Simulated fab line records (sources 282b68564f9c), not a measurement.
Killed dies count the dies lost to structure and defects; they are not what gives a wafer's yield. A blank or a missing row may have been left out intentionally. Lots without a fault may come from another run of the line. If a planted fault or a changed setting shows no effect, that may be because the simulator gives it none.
8D (eight disciplines) problem report, filled in by code -- flow rit cmos -- the parts of the form that need people (team, actions taken, sign-off) are left out

1. THE ISSUE
Wafers without a fault read 999.8 nm with a standard deviation of 2.7, while cd nm at RIT_CONTACT_CD_MEAS_08 averages 1013.1 nm across 3 wafers of 1 lot. Relative to the usual mean, that is a shift of +4.9 standard deviations.
The step: target cd 1000 nm.
The first sign was on wafer L259.4 at day 6 06:37, on cd sem-01. The record has a number at this step for 36 wafers belonging to 12 lots. Rule for "out" (also "out of limits"): further than 4 standard deviations from the usual mean. The other wafers with a number count as sound.

2. WHAT IT IS, WHAT IT ISN'T
question,is,is not
which readings at this step,cd nm,-
which lots,L259,"L245, L246, L247, L248, L249, L251, L255, L261, L263, L264, L267"
which wafers of those lots,all that have a number,-
read on which gauges,cd sem-01,cd sem-02
when,from day 6 06:37,"up to then (21 sound wafers); but 12 sound wafers of L261, L263, L264, L267 came after"

3. THE SUSPECTS, EACH WITH WHAT RULES IT OUT
Counting: a tool at a process step up to the reading stays a suspect if it ran every lot that is out and no sound lot after the first of them.
- the gauge at RIT_CONTACT_CD_MEAS_08 has been ruled out. All the wafers that are out were read on cd sem-01, but those of them that RIT_CONTACT_EXPOSE_05 has rows for are out there too, on other tools.
- iline stepper-01 at RIT_CONTACT_EXPOSE_05 (exposes mask M11, target cd 1000 nm): kept. It ran the lot that is out, L259 (day 6 06:04), and no sound lot after that; its last sound lot up to then is L255 (day 5 10:37). Its own exposure dose mJ cm2 readings are out on those wafers.
After counting, what remains is iline stepper-01 at RIT_CONTACT_EXPOSE_05.

4. THE CAUSE (what the simulator had put in)
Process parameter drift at RIT_CONTACT_EXPOSE_05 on iline stepper-01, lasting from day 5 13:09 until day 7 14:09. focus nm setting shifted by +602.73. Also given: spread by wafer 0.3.
Counting left only this tool.

5. THE CHAIN OF EFFECTS, in route order
One row per reading whose mean, taken over the struck wafers that have a number, lies over 3 standard deviations from the usual. Only readings whose record carries a usual standard deviation are examined. hours: median over the lots of the time between each lot's start at the first step of this table that gives one and its start at this step. sigmas: the change, counted in usual standard deviations.
hours,step,reading,usual,on struck wafers,change,sigmas
0,RIT_CONTACT_EXPOSE_05,exposure dose mJ cm2,249.95,246.76,-3.19,-14
1,RIT_CONTACT_CD_MEAS_08,cd nm,999.8 nm,1013.1,+13.3,+4.9
It contains these process steps:
- RIT_CONTACT_EXPOSE_05: exposes mask M11, target cd 1000 nm.

6. HOW IT WOULD HAVE BEEN CAUGHT EARLIER
The first out-of-limits reading at a measuring or inspecting step in this record came at day 6 06:37, 17 hours after the fault's start at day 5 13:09.
Tool's own readings at RIT_CONTACT_EXPOSE_05, exposure dose mJ cm2: out on all struck wafers the step has rows for; an alarm limit on them would have tripped on the first.
Each of the lots that are out, 1 in all, had begun RIT_CONTACT_EXPOSE_05 on iline stepper-01 no later than day 6 06:37. None of them would have been spared by holding the tool at that moment.
